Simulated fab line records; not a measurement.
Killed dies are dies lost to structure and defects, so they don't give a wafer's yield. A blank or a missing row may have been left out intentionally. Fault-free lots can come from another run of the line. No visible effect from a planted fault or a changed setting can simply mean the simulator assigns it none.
A struck lot beside a sound one || flow rit_cmos || 16 out of 202 route steps
Sound: wafers L463.1, L463.5, L463.6. Struck: wafers L469.1, L469.2, L469.3. The cause is given at the end.
Each step with rows lists, per side, the tool, then ch with its chambers, then its first start. Under that, the readings that differ: sound wafers || struck wafers || difference of the means || sigmas: that difference in standard deviations of wafers without a fault.
alike: readings whose means differ by less than 2 such deviations, and words and numbers that are the same on both sides. not compared: withheld readings, readings that some wafer has no value for, bounds like >300 that may hide the same value, and numbers for which the record gives no deviation and whose values overlap.
The two part at a step that has a row with sigmas, a row that says differs or no value, or rows on one side only. Non-overlapping numbers with no deviation appear without sigmas and do not part them. A reading missing from all wafers of one side parts the sides only when that side holds two or more wafers.

first, 4 steps without rows for these wafers: RIT_ACTIVE_SOFTBAKE_07 (time 60 s); RIT_ACTIVE_EXPOSE_08 (exposes mask M1, target cd 1400 nm); RIT_ACTIVE_PEB_09; RIT_ACTIVE_DEVELOP_10 (develop time 50 s).
RIT_ACTIVE_CD_MEAS_11: target cd 1400 nm.
  struck on cd_sem-01, day 4 08:12; sound on cd_sem-02, day 3 04:14
  alike: cd_nm
then, 1 step without rows for these wafers: RIT_ACTIVE_HARDBAKE_12 (time 60 s).
RIT_ACTIVE_ETCH_13: etches Si3N4 in SF6, stops on SiO2, time 210 s, target depth 210 nm.
  sound on rie_diel-04 ch 0,3, day 3 04:30; struck on rie_diel-03 ch 0,2,3, day 4 08:28
  alike: SF6_flow_sccm, drypump_motor_current_A, oes_product_au, rf_fwd_power_W, throttle_valve_pct
  not compared: rf_hours_counter_h
RIT_ACTIVE_STRIP_14: strips in O2, time 180 s.
  sound on plasma_asher-02 ch 0,1, day 3 04:38; struck on plasma_asher-03 ch 0,1, day 4 08:36
  alike: drypump_motor_current_A, rf_refl_power_W
  not compared: rf_hours_counter_h
RIT_ACTIVE_CD_MEAS_90: target cd 1400 nm.
  struck on cd_sem-01, day 4 08:47; sound on cd_sem-01, day 3 04:49
  alike: cd_nm
then, 3 steps without rows for these wafers: RIT_ACTIVE_CLEAN_15 (cleans in SC1, time 600 s); RIT_ACTIVE_CLEAN_16 (cleans in dHF, time 30 s); RIT_ACTIVE_CLEAN_17 (cleans in SC2, time 600 s).
RIT_FOX1_OXIDATION_00: target thk 350.7 nm, ox time 1130 s.
  sound on furnace-02 ch 0, day 3 05:17; struck on furnace-01 ch 0, day 4 09:21
{"reading": "spike_tc_centre_C (C)", "sound": "1101.9 1099.4 1101.2", "struck": "1128.2 1125.8 1126.6", "difference": "+26.0", "sigmas": "+22"}
{"reading": "spike_tc_load_C (C)", "sound": "1126.4 1125.8 1125.2", "struck": "1152.4 1151.0 1152.1", "difference": "+26.0", "sigmas": "+11"}
{"reading": "spike_tc_source_C (C)", "sound": "1126 1127 1126", "struck": "1147 1147 1147", "difference": "+21", "sigmas": "+6"}
{"reading": "tube_center_temp_C (C)", "sound": "1100 1100.1 1100", "struck": "1124.9 1125 1124.9", "difference": "+24.9", "sigmas": "+99 or more"}
{"reading": "tube_center_temp_C_max", "sound": "1103.4 1102.5 1102.9", "struck": "1127.5 1127.9 1127.6", "difference": "+24.7", "sigmas": "+53"}
{"reading": "model.SiO2_of_FOX1_OXIDATION_00.thk_nm (nm)", "sound": "348.7 344.6 352.2", "struck": "397.5 405 400.8", "difference": "+52.6", "sigmas": ""}
RIT_FOX1_THK_MEAS_01:
  struck on film_metro-03, day 4 10:40; sound on film_metro-03, day 3 06:37
{"reading": "FOX1_OXIDE_THK (nm)", "sound": "349 345 352", "struck": "397 405 401", "difference": "+52", "sigmas": "+8"}
then, 1 step without rows for these wafers: RIT_FOX1_WET_ETCH_02 (etches SiO2 in BOE, target depth 350 nm, time 390 s).
RIT_M1_PROBE_99:
  struck on prober-02, day 6 02:48; sound on prober-02, day 5 00:43
{"reading": "model.etest.pldd.width_nm (nm)", "sound": "3194 3207 3190", "struck": "3126 3085 3112", "difference": -89, "sigmas": ""}
{"reading": "model.etest.nldd.width_nm (nm)", "sound": "3201 3196 3186", "struck": "3114 3090 3100", "difference": -93, "sigmas": ""}
{"reading": "model.etest.nplus_sal.width_nm (nm)", "sound": "3445 3452 3456", "struck": "3425 3386 3383", "difference": -53, "sigmas": ""}
{"reading": "model.etest.pplus_sal.width_nm (nm)", "sound": "3438 3454 3429", "struck": "3418 3386 3394", "difference": -41, "sigmas": ""}
  alike: killed_at_front_end, killed_dies, killed_open, killed_short

== WHERE THEY PART ==
At RIT_FOX1_OXIDATION_00 first; at RIT_FOX1_THK_MEAS_01 last (within this record only). Later steps at which nothing parts them and some readings are alike: RIT_M1_PROBE_99.

WHY: whatever the simulator had introduced
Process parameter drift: furnace-01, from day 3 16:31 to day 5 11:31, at RIT_FOX1_OXIDATION_00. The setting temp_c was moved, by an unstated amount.
